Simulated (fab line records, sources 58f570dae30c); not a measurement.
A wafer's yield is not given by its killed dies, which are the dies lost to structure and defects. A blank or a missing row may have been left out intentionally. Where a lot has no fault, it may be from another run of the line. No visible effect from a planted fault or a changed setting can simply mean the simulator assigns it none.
Matching of chambers :: flow berkeley_cmos170 :: pecvd-02 running UCB170_V2_CVD_00: 3 sister chambers
The step deposits SiO2 from TEOS/O2, target thk 2000 nm, time 250 s. 3 wafers are shown with their chamber, then 7 later ones without.

## EACH WAFER AND ITS CHAMBER
wafer: L084.4
chamber: 1
heater_power_w (W): 348

wafer: L095.2
chamber: 2
heater_power_w (W): 216

wafer: L095.5
chamber: 0
heater_power_w (W): 272

## WAFERS WHOSE CHAMBER IS MISSING
wafer: L095.6
heater_power_w (W): 251

wafer: L093.2
heater_power_w (W): 226

wafer: L093.3
heater_power_w (W): 354

wafer: L093.6
heater_power_w (W): 154

wafer: L097.3
heater_power_w (W): 219

wafer: L097.4
heater_power_w (W): 180

wafer: L097.5
heater_power_w (W): 260

## WHICH CHAMBER EACH WENT THROUGH
wafer: L095.6
from the rows above: can't be placed: 0 or 2
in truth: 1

wafer: L093.2
from the rows above: can't be placed: 2 or 0
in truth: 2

wafer: L093.3
from the rows above: 1
in truth: 1

wafer: L093.6
from the rows above: can't be placed: 2 or 0
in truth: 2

wafer: L097.3
from the rows above: can't be placed: 2 or 0
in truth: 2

wafer: L097.4
from the rows above: can't be placed: 2 or 0
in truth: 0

wafer: L097.5
from the rows above: can't be placed: 0 or 2
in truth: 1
Correctly placed: 1 of 7. These rows do not allow placing 6 (true chamber among the candidates in 4). Placed wrongly: 0.
How it was worked out, from the rows above alone: a wafer's distance from a chamber is the root of the sum, over the readings, of the square of ((its reading less the chamber's mean) divided by the reading's scatter). The wafer belongs to the nearest chamber; if the next one is less than 2 further off, it can't be placed. The mean given for a chamber averages the wafers shown for that chamber. The scatter: with one shown wafer a chamber, the root of the mean of the squares of how far each hidden wafer lies from its nearest shown one.
